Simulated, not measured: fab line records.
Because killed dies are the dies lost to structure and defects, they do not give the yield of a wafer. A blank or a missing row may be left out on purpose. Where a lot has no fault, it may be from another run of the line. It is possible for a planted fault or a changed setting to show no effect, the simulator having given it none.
The tool behind it: which one?	flow rit-cmos	14 lots with 42 wafers sampled at 2 steps, on a route of 202 steps

WHAT THE GAUGES READ, wafer by wafer
RIT_SPACER_THK_MEAS_04. Usual: SPACER_NITRIDE_THK typically reads 250.7 nm, with standard deviation 2.8.
lot	measured	on	SPACER_NITRIDE_THK (nm)	flag
L439	day 3 03:01	film-metro-01	250.9 250.3 251.2	
L440	day 3 09:07	film-metro-04	249.4 250.3 250.3	
L441	day 3 14:21	film-metro-01	251.4 252.2 252.4	
L442	day 3 20:36	film-metro-04	252.7 251.0 249.5	
L443	day 3 23:14	film-metro-02	248.2 249.7 249.6	
L444	day 4 03:44	film-metro-04	252.9 252.7 251.5	
L445	day 4 11:26	film-metro-04	249.9 249.4 251.9	
L447	day 4 18:07	film-metro-04	253.7 250.7 254.1	
L449	day 5 07:06	film-metro-01	252.2 253.4 252.7	
L450	day 5 10:01	film-metro-04	252.9 254.7 254.6	
L451	day 5 14:50	film-metro-01	340.5 337.6 340.3	OFF
L452	day 5 21:30	film-metro-02	338.4 337.7 338.9	OFF
L459	day 7 10:47	film-metro-02	249.6 250.1 251.3	
L461	day 7 23:43	film-metro-04	247.2 247.2 244.7	

EACH LOT AND THE TOOL THAT RAN IT (in order: tool; ch and the chambers of the sampled wafers; start)
lot	RIT_SPACER_CVD_03
L439	lpcvd-02 ch 1, day 3 00:08
L440	lpcvd-02 ch 0, day 3 07:12
L441	lpcvd-02 ch 1, day 3 12:26
L442	lpcvd-01 ch 1, day 3 17:43
L443	lpcvd-02 ch 1, day 3 21:19
L444	lpcvd-01 ch 1, day 4 01:49
L445	lpcvd-01 ch 1, day 4 09:30
L447	lpcvd-02 ch 1, day 4 16:11
L449	lpcvd-01 ch 1, day 5 04:13
L450	lpcvd-01 ch 1, day 5 08:05
L451	lpcvd-02 ch 0, day 5 12:53
L452	lpcvd-02 ch 0, day 5 19:34
L459	lpcvd-01 ch 0, day 7 08:52
L461	lpcvd-01 ch 1, day 7 21:47
- RIT_SPACER_CVD_03: deposits Si3N4 from SiH2Cl2/NH3, target thk 250 nm, time 3300 s.

AS READ BY THE TOOLS THEMSELVES (means over the sampled wafers that have a number; for cases with no such wafer, the mark the record gives instead)
RIT_SPACER_CVD_03. Usual: 150.0 sccm for nh3-flow-sccm, sd 0.42.
lot	tool	nh3-flow-sccm (sccm)	flag
L439	lpcvd-02	150.1	
L440	lpcvd-02	149.7	
L441	lpcvd-02	150.2	
L442	lpcvd-01	149.8	
L443	lpcvd-02	149.7	
L444	lpcvd-01	150.7	
L445	lpcvd-01	149.9	
L447	lpcvd-02	149.6	
L449	lpcvd-01	149.7	
L450	lpcvd-01	150.1	
L451	lpcvd-02	225.2	OFF
L452	lpcvd-02	224.9	OFF
L459	lpcvd-01	150.6	
L461	lpcvd-01	149.8	

THE ANSWER, worked out from the rows above alone
Rule: take the mean of a lot's wafers that have a number; if it is more than 3 standard deviations from the usual mean, the lot is off. A lot without any number at a reading at which 4 lots or more have one is off too. Any other lot the step has rows for is counted as sound. First the gauges in route order, then the tools' own readings, where a lot's mean is used as printed above. The first step at which some lot is off is used, and at that step the reading that is off furthest; a lot without a number counts as furthest.
Off: L451, L452, at RIT_SPACER_THK_MEAS_04 (SPACER_NITRIDE_THK).
If a tool, at a process step before that reading, ran all the lots that are off and no sound lot after the first of them, it fits. The gauges at RIT_SPACER_THK_MEAS_04 aren't tried: what is off there is off at RIT_SPACER_CVD_03 too, on other tools, and a gauge's error can't cause that. One fits: RIT_SPACER_CVD_03 on lpcvd-02. A fault onset in the window from L447 (day 4 16:11, its last sound lot) to L451 (day 5 12:53, its first lot off) fits.
The tool's own readings at RIT_SPACER_CVD_03 bear it out: on the lots that are off they differ by more than 5 times the standard deviation of the sound lots' means. nh3-flow-sccm reads 225.1 sccm there against 150.0 sccm on the sound lots.

WHAT THE SIMULATOR HAD PUT IN
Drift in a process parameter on lpcvd-02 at RIT_SPACER_CVD_03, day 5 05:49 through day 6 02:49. A move of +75 in setting nh3-flow-sccm, from 150. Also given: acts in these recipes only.
Struck lots among those shown: L451, L452. This agrees with what the rule above found.
